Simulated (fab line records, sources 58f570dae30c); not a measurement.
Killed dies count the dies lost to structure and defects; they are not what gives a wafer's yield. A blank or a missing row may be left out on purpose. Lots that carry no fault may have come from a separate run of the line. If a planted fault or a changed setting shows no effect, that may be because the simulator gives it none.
Code-filled problem report in 8D (eight disciplines) form | flow berkeley-cmos170 | the parts of the form that need people (team, actions taken, sign-off) are left out

1. THE ISSUE
Wafers free of any fault read 379 (standard deviation 4.3) for PWELL_TW at UCB170_PWELL_TW_MEAS_17, against a mean of 456 on 6 wafers of 2 lots. Relative to the usual mean, that is a shift of +18 standard deviations.
Seen first at day 5 16:02 on film-metro-02, wafer L291.2. At this step, 42 wafers from 14 lots have a number in the record. Rule for "out", or "out of limits": more than 4 standard deviations from the usual mean. The rest of the wafers with a number are treated as sound.

2. WHAT THIS IS AND IS NOT
question                    | is                     | is not
which readings at this step | PWELL_TW               | -
which lots                  | L291, L293             | L280, L281, L282, L284, L285, L286, L287, L297, L299, L300, L301, L303
which wafers of those lots  | all that have a number | -
read on which gauges        | film-metro-02          | film-metro-01, film-metro-03
when                        | from day 5 16:02       | up to then (21 sound wafers); but 15 sound wafers of L297, L299, L300, L301, L303 came after

3. THE SUSPECTS, EACH WITH WHAT RULES IT OUT
Counting: any tool at a process step up to the reading is kept as a suspect provided that every lot that is out went through it and no sound lot did after the first of them.
- the gauge at UCB170_PWELL_TW_MEAS_17: ruled out. All the wafers that are out were read on film-metro-02, but those of them that UCB170_PWELL_IMPLANT_15 has rows for are out there too, on other tools.
- implanter-04 at UCB170_PWELL_IMPLANT_15: kept. Every lot that is out went through it, starting with L291 (day 5 15:49), and after that it ran no sound lot; the last sound lot it ran before then is L285 (day 4 08:18). Its own readings are out on those wafers: dose-ions-cm2, faraday-current-uA.
Remaining after the count: implanter-04 at UCB170_PWELL_IMPLANT_15.

4. THE CAUSE (what the simulator had put in)
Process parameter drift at UCB170_PWELL_IMPLANT_15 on implanter-04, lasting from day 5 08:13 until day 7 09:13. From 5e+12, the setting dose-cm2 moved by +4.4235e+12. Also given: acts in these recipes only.
The count eliminated every tool but this one.

5. SEQUENCE OF EFFECTS, ordered by route
One row per reading whose mean, taken over the struck wafers that have a number, lies over 3 standard deviations from the usual. Only readings whose record carries a usual standard deviation are examined. hours: median over the lots of the time between each lot's start at the first step of this table that gives one and its start at this step. sigmas: the change, counted in usual standard deviations.
hours | step                    | reading            | usual | on struck wafers | change | sigmas
0     | UCB170_PWELL_IMPLANT_15 | dose-ions-cm2      | 5e+12 | 9e+12            | +4e+12 | +99 or more
0     | UCB170_PWELL_IMPLANT_15 | faraday-current-uA | 15.8  | 29.7             | +13.9  | +45
0     | UCB170_PWELL_TW_MEAS_17 | PWELL_TW           | 379   | 456              | +77    | +18
The process steps in it:
- UCB170_PWELL_IMPLANT_15
Later steps that measure or inspect, where all struck wafers having a row at the step show a number for every such reading and not one has moved that far: UCB170_NSD_CD_MEAS_06, UCB170_M2_CD_MEAS_90.

6. WHAT WOULD HAVE CAUGHT IT SOONER
8 hours passed between the start of the fault at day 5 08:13 and the first reading out of limits at a measuring or inspecting step in this record, taken at day 5 16:02.
The tool's own readings at UCB170_PWELL_IMPLANT_15 were out on every struck wafer that the step has a row for (dose-ions-cm2, faraday-current-uA): an alarm limit on them would have fired on the first of those.
Lots out: 2; of these, L293 started UCB170_PWELL_IMPLANT_15 on implanter-04 after day 5 16:02. It would have been spared by a hold on the tool at that moment.
